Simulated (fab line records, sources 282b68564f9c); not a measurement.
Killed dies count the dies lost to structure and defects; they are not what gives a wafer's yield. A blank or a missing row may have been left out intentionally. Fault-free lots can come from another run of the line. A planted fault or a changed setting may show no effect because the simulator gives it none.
A struck lot beside a sound one :: flow ritCmos :: 30 steps out of a route of 202
Sound: these wafers, L228.1, L228.4, L228.5. Wafers L239.1, L239.3, L239.5 were the ones struck. The cause comes at the end.
At each step with rows: each side's tool, then ch and its chambers, then its first start. Under that, the readings that differ: sound wafers :: struck wafers :: difference of the means :: sigmas: that difference in standard deviations of wafers without a fault.
alike: same words and numbers on both sides, and readings whose means sit less than 2 such deviations apart. not compared: any withheld reading, any reading some wafer has no value for, any bound like >300 that may hide the same value, and any number with overlapping values for which the record gives no deviation.
Wherever a step has rows on one side only, a row that says differs or no value, or a row with sigmas, the two part there. Numbers that don't overlap but have no deviation are shown without sigmas and don't part them. A reading missing from all wafers of one side parts the sides only when that side holds two or more wafers.

RIT_FOX2_THK_MEAS_01:
  sound: filmMetro-01 at day 3 05:59; struck: filmMetro-04 at day 5 18:43
  alike: FOX2_OXIDE_THK
then, 2 steps without rows for these wafers: RIT_FOX2_CLEAN_02 (cleans in dHF, time 180 s); RIT_FOX2_WET_ETCH_03 (etches Si3N4 in H3PO4, target depth 195 nm, time 2700 s).
RIT_FOX2_THK_MEAS_90:
  sound: filmMetro-01 at day 3 06:52; struck: filmMetro-01 at day 5 19:38
  alike: FIELD_OXIDE_LEFT_1_THK
then, 6 steps without rows for these wafers: RIT_NWELL_HMDS_00 (prime time 60 s); RIT_NWELL_COAT_01 (resist thk 1300 nm); RIT_NWELL_SOFTBAKE_02 (time 60 s); RIT_NWELL_EXPOSE_03 (exposes mask M2, target cd 43900 nm); RIT_NWELL_PEB_04; RIT_NWELL_DEVELOP_05 (develop time 68 s).
RIT_NWELL_OVL_MEAS_06:
  sound: overlay-01 at day 3 08:04; struck: overlay-02 at day 5 20:34
  alike: NWELL_OVL
then, 1 step without rows for these wafers: RIT_NWELL_HARDBAKE_07 (time 120 s).
RIT_NWELL_IMPLANT_08:
  sound on implanter-02 ch 0, day 3 08:22; struck on implanter-03 ch 0, day 5 20:52
reading: doseIonsCm2
sound: 4.998e+13 5.002e+13 4.999e+13
struck: 3.126e+13 3.115e+13 3.121e+13
difference: -1.879e+13
sigmas: -99 or more

reading: faradayCurrentUA
sound: 159 162 165
struck: 99 100 99
difference: -63
sigmas: -20
RIT_NWELL_STRIP_09: strips in O2, time 180 s.
  sound on plasmaAsher-04 ch 0, day 3 08:31; struck on plasmaAsher-04 ch 0,1, day 5 21:01
  alike: drypumpMotorCurrentA, rfReflPowerW
  not compared: rfHoursCounterH
RIT_NWELL_TW_MEAS_10:
  sound: filmMetro-02 at day 3 08:41; struck: filmMetro-04 at day 5 21:11
reading: NWELL_TW
sound: 2117 2112 2116
struck: 1842 1845 1855
difference: -268
sigmas: -11
then, 6 steps without rows for these wafers: RIT_PWELL_HMDS_00 (prime time 60 s); RIT_PWELL_COAT_01 (resist thk 1300 nm); RIT_PWELL_SOFTBAKE_02 (time 60 s); RIT_PWELL_EXPOSE_03 (exposes mask M3, target cd 43700 nm); RIT_PWELL_PEB_04; RIT_PWELL_DEVELOP_05 (develop time 68 s).
RIT_PWELL_OVL_MEAS_06:
  sound: overlay-02 at day 3 09:37; struck: overlay-02 at day 5 22:15
  alike: PWELL_OVL
then, 2 steps without rows for these wafers: RIT_PWELL_HARDBAKE_07 (time 120 s); RIT_PWELL_IMPLANT_08.
RIT_PWELL_STRIP_09: strips in O2, time 180 s.
  sound on plasmaAsher-04 ch 0,1, day 3 10:04; struck on plasmaAsher-04 ch 0,1, day 5 22:41
  alike: drypumpMotorCurrentA, rfReflPowerW
  not compared: rfHoursCounterH
RIT_PWELL_TW_MEAS_10:
  sound: filmMetro-01 at day 3 10:14; struck: filmMetro-04 at day 5 22:52
  alike: PWELL_TW
then, 1 step without rows for these wafers: RIT_WELLDRIVE_ANNEAL_00 (time 14700 s).
RIT_WELLDRIVE_RS_MEAS_01: measurement is done with a four-point probe.
  sound: filmMetro-04 at day 3 15:29; struck: filmMetro-04 at day 6 04:00
reading: NWELL_RS (ohm/sq)
sound: 275.7 275.7 275.3
struck: 369.7 370.4 369.2
difference: +94.2
sigmas: +99 or more
RIT_WELLDRIVE_RS_MEAS_02: measurement is done with a four-point probe.
  sound: filmMetro-04 at day 3 15:36; struck: filmMetro-04 at day 6 04:07
  alike: PWELL_RS
RIT_M1_PROBE_99:
  sound: prober-01 at day 4 19:32; struck: prober-01 at day 7 09:40
reading: model.etest.pmosTurned.rOnOhmUm
sound: 3427 3450 3423
struck: 3462 3493 3630
difference: +95
sigmas: 

reading: model.etest.pmos_0p15.rOnOhmUm
sound: 2784 2767 2749
struck: 2803 2796 2887
difference: +62
sigmas: 

reading: model.etest.nwellPinched.rsOhmSq
sound: 338.4 335.7 336.7
struck: 467.7 464.6 466.7
difference: +129.4
sigmas: 

reading: model.etest.wellEdgeLeft.lineOhmUm
sound: 183.7 181.8 181.9
struck: 253.8 255.7 257.2
difference: +73.1
sigmas: 

reading: model.etest.wellEdgeRight.lineOhmUm
sound: 186.7 181.4 185.1
struck: 255.5 254.6 255.5
difference: +70.8
sigmas: 
  alike: killedAtContacts, killedAtFrontEnd, killedDies, killedOpen, killedShort
  not compared: model.etest.pmos_0p3.rOnOhmUm, model.etest.pmos_0p15.driveUaUm, model.etest.pmosTurned.driveUaUm

== WHERE THEY PART ==
Last at RIT_WELLDRIVE_RS_MEAS_01 as far as this record goes, first at RIT_NWELL_IMPLANT_08. Later steps at which nothing parts them and some readings are alike: RIT_WELLDRIVE_RS_MEAS_02, RIT_M1_PROBE_99.

WHY: what had been put in by the simulator
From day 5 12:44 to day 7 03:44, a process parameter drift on implanter-03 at RIT_NWELL_IMPLANT_08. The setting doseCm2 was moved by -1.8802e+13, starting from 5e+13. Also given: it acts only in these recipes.
